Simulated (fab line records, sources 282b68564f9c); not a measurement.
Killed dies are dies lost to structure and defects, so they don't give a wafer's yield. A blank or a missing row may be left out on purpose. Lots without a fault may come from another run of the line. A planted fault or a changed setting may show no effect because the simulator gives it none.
fab line records | flow rit_cmos
record lots=15 wafers=45 last_day=7
route steps=202 shown M1@200
lots that met no fault: from a run of the same line without faults
start_h: hours from the record's first day to the start of the lot's first wafer shown | wait_h: hours since the lot's step before | " the same as in the row above | L1.1+2: a row that stands for several wafers | - no value, or no start given | * or withheld: withheld | < > ~ a bound
route shown NAME@n: a module of which the file shows steps, and the number in the route of the first | usual: mean/standard deviation of fault-free wafers | same: alike in all rows | chamber/n: place in a boat | sites: the reading at each site | _std_site: their standard deviation | _edge_site: outer sites' mean less inner sites' | radius_mm: how far each site lies from the wafer's centre | mask NAME#n: copy n | behind: the tool/chamber that last shaped the wafer | hold: why the lot was held/for how many hours/how that ended | device: the transistor (n, p or np) that didn't switch | end of line: the same wafers' tests at the end of the route | a step without rows: its recipe alone | killed: dies lost to structure and defects at the first sort, not the wafer's yield | map: a wafer's dies, x killed, . not, _ none there
set.NAME: the setting as run; set.NAME@STEP: as run at that earlier step | model.NAME: the simulator's own value behind a step, which no gauge read
steps of the route over a sample of lots; a table a step, a row a wafer
## steps
# step RIT_M1_ANNEAL_15
# recipe temp_c=450 time_s=1800 ambient=forming_gas_H2N2
# usual spike_tc_centre_C=451.7/0.98 spike_tc_load_C=474.1/0.87
# columns lot.wafer tool chamber start_h wait_h spike_tc_centre_C spike_tc_load_C
L425.1 furnace-02 0 60.34 0.1 452.8 473.3
L425.2 " 0 " " 452.1 473.7
L425.4 " 0 " " 450.7 474.0
L427.2 furnace-02 0 70.80 0.1 451.8 473.5
L427.3 " 0 " " 451.9 474.2
L427.5 " 0 " " 452.1 474.5
L428.1 furnace-02 0 72.54 0.1 451.0 474.0
L428.3 " 0 " " 452.5 474.9
L428.6 " 0 " " 451.9 473.3
L429.2 furnace-02 0 79.97 0.1 452.4 476.3
L429.5 " 0 " " 452.4 472.1
L429.6 " 0 " " 452.0 474.6
L430.1 furnace-02 0 84.67 0.1 451.1 473.7
L430.2 " 0 " " 451.4 475.1
L430.4 " 0 " " 450.3 476.0
L431.4 furnace-02 0 87.83 0.0 451.6 474.1
L431.5 " 0 " " 450.2 474.0
L431.6 " 0 " " 452.1 474.6
L432.4 furnace-02 0 91.00 0.0 453.3 473.5
L432.5 " 0 " " 451.9 475.1
L432.6 " 0 " " 454.1 474.1
L433.2 furnace-02 0 100.28 0.1 452.4 475.1
L433.3 " 0 " " 449.5 473.0
L433.4 " 0 " " 450.6 473.5
L434.2 furnace-02 0 102.09 0.1 452.0 474.1
L434.5 " 0 " " 452.7 473.1
L434.6 " 0 " " 451.3 473.9
L442.1 furnace-02 - 142.29 1.0 - -
L442.3 " - " " - -
L442.6 " - " " - -
L443.2 furnace-02 - 150.80 0.1 - -
L443.5 " - " " - -
L443.6 " - " " - -
L444.2 furnace-02 - 154.26 0.1 - -
L444.5 " - " " - -
L444.6 " - " " - -
L446.3 furnace-02 0 162.26 0.1 450.8 473.1
L446.4 " 0 " " 453.2 473.3
L446.6 " 0 " " 450.8 475.1
L447.4 furnace-02 0 168.78 0.0 452.6 474.1
L447.5 " 0 " " 452.5 474.0
L447.6 " 0 " " 453.7 474.0
L448.1 furnace-02 0 172.06 0.1 451.7 474.0
L448.4 " 0 " " 451.1 473.1
L448.5 " 0 " " 454.1 473.4
# step RIT_M1_PROBE_99
# usual defect_limited_yield=97.3/1.2 killed_at_contacts=0.1/0.24 killed_at_front_end=7/3.2 killed_dies=7/3.2 killed_open=3.6/2.1 killed_short=3.5/2 sort_bin_3_pad_short=0.1/0.18 sort_bin_5_function=1.5/0.84 sort_bin_6_memory=1.1/0.74 sort_n_pass=257/3.2 sort_yield_pct=97.3/1.2
# same gross_dies=264 killed_at_M0_to_M3=0 killed_at_M4_up=0 killed_at_back_side=0 killed_at_other=0
# columns lot.wafer tool chamber start_h wait_h defect_limited_yield[%] killed_at_contacts killed_at_front_end killed_dies killed_open killed_short sort_bin_3_pad_short[%] sort_bin_5_function[%] sort_bin_6_memory[%] sort_n_pass sort_yield_pct[%]
L425.1 prober-02 - 61.96 0.1 96.6 0 9 9 8 1 0 3.0 0.4 255 96.6
L425.2 prober-02 - 62.01 0.1 98.5 0 4 4 1 3 0 0.4 1.1 260 98.5
L425.4 prober-02 - 62.11 0.2 98.1 0 5 5 2 3 0 1.9 0 259 98.1
L427.2 prober-02 - 72.47 0.1 97.7 0 6 6 4 2 0 1.5 0.8 258 97.7
L427.3 prober-02 - 72.52 0.2 97.3 0 7 7 4 3 0 2.3 0.4 257 97.3
L427.5 prober-02 - 72.62 0.2 96.2 0 10 10 4 6 0.4 2.3 1.1 254 96.2
L428.1 prober-01 - 74.16 0.1 99.6 0 1 1 1 0 0 0 0.4 263 99.6
L428.3 prober-01 - 74.26 0.2 98.1 0 5 5 1 4 0.4 1.1 0.4 259 98.1
L428.6 prober-01 - 74.41 0.2 97.7 0 6 6 3 3 0 0.4 1.9 258 97.7
L429.2 prober-02 - 81.64 0.1 98.1 0 5 5 3 2 0.4 0.4 1.1 259 98.1
L429.5 prober-02 - 81.79 0.2 95.8 0 11 11 7 4 0 1.5 2.7 253 95.8
L429.6 prober-02 - 81.84 0.2 95.8 0 11 11 6 5 0.4 2.3 1.5 253 95.8
L430.1 prober-01 - 86.29 0.1 98.1 0 5 5 4 1 0 0.8 1.1 259 98.1
L430.2 prober-01 - 86.34 0.1 97.3 0 7 7 4 3 0 2.3 0.4 257 97.3
L430.4 prober-01 - 86.44 0.2 97.3 0 7 7 4 3 0.4 1.5 0.8 257 97.3
L431.4 prober-02 - 89.60 0.2 99.2 0 2 2 1 1 0 0.8 0 262 99.2
L431.5 prober-02 - 89.65 0.2 98.5 1 3 4 1 3 0.4 0.8 0.4 260 98.5
L431.6 prober-02 - 89.70 0.2 98.1 0 5 5 2 3 0 1.1 0.8 259 98.1
L432.4 prober-01 - 92.77 0.2 95.5 0 12 12 8 4 0 3.4 1.1 252 95.5
L432.5 prober-01 - 92.82 0.2 93.9 0 16 16 5 11 0 4.2 1.9 248 93.9
L432.6 prober-01 - 92.87 0.2 94.7 0 14 14 9 5 0 3.8 1.5 250 94.7
L433.2 prober-02 - 101.95 0.1 97.7 0 6 6 4 2 0 1.1 1.1 258 97.7
L433.3 prober-02 - 102.00 0.2 98.9 0 3 3 1 2 0 0.4 0.8 261 98.9
L433.4 prober-02 - 102.05 0.2 98.9 0 3 3 1 2 0 0.8 0.4 261 98.9
L434.2 prober-01 - 103.76 0.1 98.9 0 3 3 1 2 0.4 0.4 0.4 261 98.9
L434.5 prober-01 - 103.91 0.2 99.6 0 1 1 0 1 0 0.4 0 263 99.6
L434.6 prober-01 - 103.96 0.2 97.0 0 8 8 3 5 0 1.9 1.1 256 97.0
L442.1 prober-01 - 143.91 0.1 99.2 0 2 2 1 1 0.4 0.4 0 262 99.2
L442.3 prober-01 - 144.01 0.2 98.1 0 5 5 1 4 0 1.5 0.4 259 98.1
L442.6 prober-01 - 144.16 0.2 96.6 0 9 9 3 6 0.4 1.1 1.9 255 96.6
L443.2 prober-02 - 152.47 0.1 98.5 0 4 4 1 3 0 1.1 0.4 260 98.5
L443.5 prober-02 - 152.62 0.2 97.7 0 6 6 3 3 0 1.1 1.1 258 97.7
L443.6 prober-02 - 152.67 0.2 98.5 0 4 4 2 2 0 1.1 0.4 260 98.5
L444.2 prober-01 - 155.93 0.1 97.0 0 8 8 5 3 0 2.3 0.8 256 97.0
L444.5 prober-01 - 156.08 0.2 98.5 1 3 4 4 0 0 0.8 0.8 260 98.5
L444.6 prober-01 - 156.13 0.2 97.7 0 6 6 1 5 0 1.5 0.8 258 97.7
L446.3 prober-01 - 163.98 0.2 98.1 0 5 5 1 4 0.4 0.8 0.8 259 98.1
L446.4 prober-01 - 164.03 0.2 97.7 0 6 6 3 3 0 0.8 1.5 258 97.7
L446.6 prober-01 - 164.13 0.2 98.5 0 4 4 2 2 0 0.8 0.8 260 98.5
L447.4 prober-02 - 170.55 0.2 97.0 1 7 8 5 3 0 2.7 0.4 256 97.0
L447.5 prober-02 - 170.60 0.2 98.5 0 4 4 2 2 0 1.5 0 260 98.5
L447.6 prober-02 - 170.65 0.2 98.5 0 4 4 2 2 0 0.4 1.1 260 98.5
L448.1 prober-01 - 173.68 0.1 93.6 0 17 17 11 6 0.8 3.0 2.7 247 93.6
L448.4 prober-01 - 173.83 0.2 93.2 0 18 18 10 8 0 3.0 3.8 246 93.2
L448.5 prober-01 - 173.88 0.2 96.2 0 10 10 5 5 0 1.9 1.9 254 96.2
# killed by level:class
L425.1 GATE:geometric_particle:open=6 FOX1:geometric_particle:short=1 FOX1:geometric_particle:open=1 SILICIDE:geometric_particle:open=1
L425.2 FOX2:geometric_particle:short=1 REOX:geometric_particle:short=1 SPACER:geometric_particle:open=1 SILICIDE:geometric_particle:short=1
L425.4 GATE:geometric_particle:short=3 GATE:geometric_particle:open=1 REOX:geometric_particle:open=1
L427.2 GATE:geometric_particle:open=2 REOX:geometric_particle:open=2 FOX2:geometric_particle:short=1 GATE:geometric_particle:short=1
L427.3 FOX1:geometric_particle:open=2 GATE:geometric_particle:short=2 GATE:geometric_particle:open=2 FOX1:geometric_particle:short=1
L427.5 GATE:geometric_particle:open=4 GATE:geometric_particle:short=2 REOX:geometric_particle:short=2 SILICIDE:geometric_particle:short=2
L428.1 SPACER:geometric_particle:open=1
L428.3 REOX:geometric_particle:short=3 GATE:geometric_particle:short=1 GATE:geometric_particle:open=1
L428.6 FOX2:geometric_particle:short=1 REOX:geometric_particle:open=1 REOX:geometric_particle:short=1 SPACER:geometric_particle:open=1 SILICIDE:geometric_particle:open=1 SILICIDE:geometric_particle:short=1
L429.2 GATE:geometric_particle:open=2 FOX1:geometric_particle:open=1 GATE:geometric_particle:short=1 SPACER:geometric_particle:short=1
L429.5 GATE:geometric_particle:open=6 FOX1:geometric_particle:short=2 GATE:geometric_particle:short=1 REOX:geometric_particle:open=1 REOX:geometric_particle:short=1
L429.6 FOX1:geometric_particle:short=3 REOX:geometric_particle:open=2 SILICIDE:geometric_particle:short=2 FOX1:geometric_particle:open=1 GATE:geometric_particle:open=1 SPACER:geometric_particle:open=1 SILICIDE:geometric_particle:open=1
L430.1 GATE:geometric_particle:open=2 FOX1:geometric_particle:open=1 FOX2:geometric_particle:open=1 GATE:geometric_particle:short=1
L430.2 GATE:geometric_particle:open=4 GATE:geometric_particle:short=1 SPACER:geometric_particle:short=1 SILICIDE:geometric_particle:short=1
L430.4 GATE:geometric_particle:short=3 GATE:geometric_particle:open=2 REOX:geometric_particle:open=1 SPACER:geometric_particle:open=1
L431.4 GATE:geometric_particle:short=1 SILICIDE:geometric_particle:open=1
L431.5 SILICIDE:geometric_particle:short=3 CONTACT:geometric_particle:open=1
L431.6 GATE:geometric_particle:short=2 GATE:geometric_particle:open=1 REOX:geometric_particle:open=1 SILICIDE:geometric_particle:short=1
L432.4 GATE:geometric_particle:open=3 SPACER:geometric_particle:short=3 REOX:geometric_particle:open=2 SPACER:geometric_particle:open=2 REOX:geometric_particle:short=1 SILICIDE:geometric_particle:open=1
L432.5 REOX:geometric_particle:short=5 REOX:geometric_particle:open=4 GATE:geometric_particle:short=2 SILICIDE:geometric_particle:short=2 FOX1:geometric_particle:short=1 GATE:geometric_particle:open=1 SPACER:geometric_particle:short=1
L432.6 GATE:geometric_particle:open=5 GATE:geometric_particle:short=2 REOX:geometric_particle:open=2 SPACER:geometric_particle:open=2 SILICIDE:geometric_particle:short=2 REOX:geometric_particle:short=1
L433.2 GATE:geometric_particle:open=3 GATE:geometric_particle:short=1 REOX:geometric_particle:open=1 REOX:geometric_particle:short=1
L433.3 GATE:geometric_particle:open=1 GATE:geometric_particle:short=1 REOX:geometric_particle:short=1
L433.4 GATE:geometric_particle:open=1 GATE:geometric_particle:short=1 REOX:geometric_particle:short=1
L434.2 GATE:geometric_particle:open=1 GATE:geometric_particle:short=1 SPACER:geometric_particle:short=1
L434.5 FOX1:geometric_particle:short=1
L434.6 FOX1:geometric_particle:short=2 GATE:geometric_particle:open=2 FOX2:geometric_particle:open=1 GATE:geometric_particle:short=1 REOX:geometric_particle:short=1 SILICIDE:geometric_particle:short=1
L442.1 FOX1:geometric_particle:open=1 FOX1:geometric_particle:short=1
L442.3 FOX2:geometric_particle:short=2 FOX1:geometric_particle:open=1 FOX1:geometric_particle:short=1 REOX:geometric_particle:short=1
L442.6 GATE:geometric_particle:short=3 FOX1:geometric_particle:open=2 REOX:geometric_particle:short=2 FOX1:geometric_particle:short=1 GATE:geometric_particle:open=1
L443.2 REOX:geometric_particle:short=2 FOX1:geometric_particle:short=1 REOX:geometric_particle:open=1
L443.5 GATE:geometric_particle:open=2 FOX1:geometric_particle:short=1 FOX2:geometric_particle:open=1 GATE:geometric_particle:short=1 SPACER:geometric_particle:short=1
L443.6 SPACER:geometric_particle:open=2 GATE:geometric_particle:short=2
L444.2 GATE:geometric_particle:short=2 GATE:geometric_particle:open=2 SILICIDE:geometric_particle:open=2 FOX2:geometric_particle:open=1 SILICIDE:geometric_particle:short=1
L444.5 GATE:geometric_particle:open=2 FOX2:geometric_particle:open=1 CONTACT:geometric_particle:open=1
L444.6 GATE:geometric_particle:short=2 SILICIDE:geometric_particle:short=2 FOX1:geometric_particle:short=1 GATE:geometric_particle:open=1
L446.3 GATE:geometric_particle:short=2 GATE:geometric_particle:open=1 REOX:geometric_particle:short=1 SPACER:geometric_particle:short=1
L446.4 REOX:geometric_particle:open=2 FOX1:geometric_particle:short=1 GATE:geometric_particle:open=1 GATE:geometric_particle:short=1 REOX:geometric_particle:short=1
L446.6 GATE:geometric_particle:open=2 FOX1:geometric_particle:short=1 GATE:geometric_particle:short=1
L447.4 FOX2:geometric_particle:short=2 GATE:geometric_particle:open=2 FOX2:geometric_particle:open=1 CONTACT:geometric_particle:open=1 SPACER:geometric_particle:open=1 SILICIDE:geometric_particle:short=1
L447.5 FOX2:geometric_particle:open=1 FOX2:geometric_particle:short=1 GATE:geometric_particle:short=1 SPACER:geometric_particle:open=1
L447.6 GATE:geometric_particle:open=2 FOX2:geometric_particle:short=1 GATE:geometric_particle:short=1
L448.1 GATE:geometric_particle:open=6 GATE:geometric_particle:short=3 FOX1:geometric_particle:open=2 REOX:geometric_particle:open=2 SILICIDE:geometric_particle:short=2 SPACER:geometric_particle:open=1 SPACER:geometric_particle:short=1
L448.4 GATE:geometric_particle:short=4 SPACER:geometric_particle:open=4 GATE:geometric_particle:open=3 SPACER:geometric_particle:short=3 FOX1:geometric_particle:open=1 FOX2:geometric_particle:short=1 FOX2:geometric_particle:open=1 SILICIDE:geometric_particle:open=1
L448.5 FOX2:geometric_particle:short=2 FOX2:geometric_particle:open=2 GATE:geometric_particle:short=2 GATE:geometric_particle:open=1 SPACER:geometric_particle:short=1 SPACER:geometric_particle:open=1 SILICIDE:geometric_particle:open=1
## key
first_sign step=RIT_M1_ANNEAL_15 reading=tool_record direction=missing
effect none on later readings
met_at RIT_M1_ANNEAL_15
struck_lots L442,L443,L444
onset_between 102.09 142.29
fault kind=skipped_step_whole tool=furnace-02 chamber=- onset_h=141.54 steps=RIT_M1_ANNEAL_15 scope=struck_lots_only
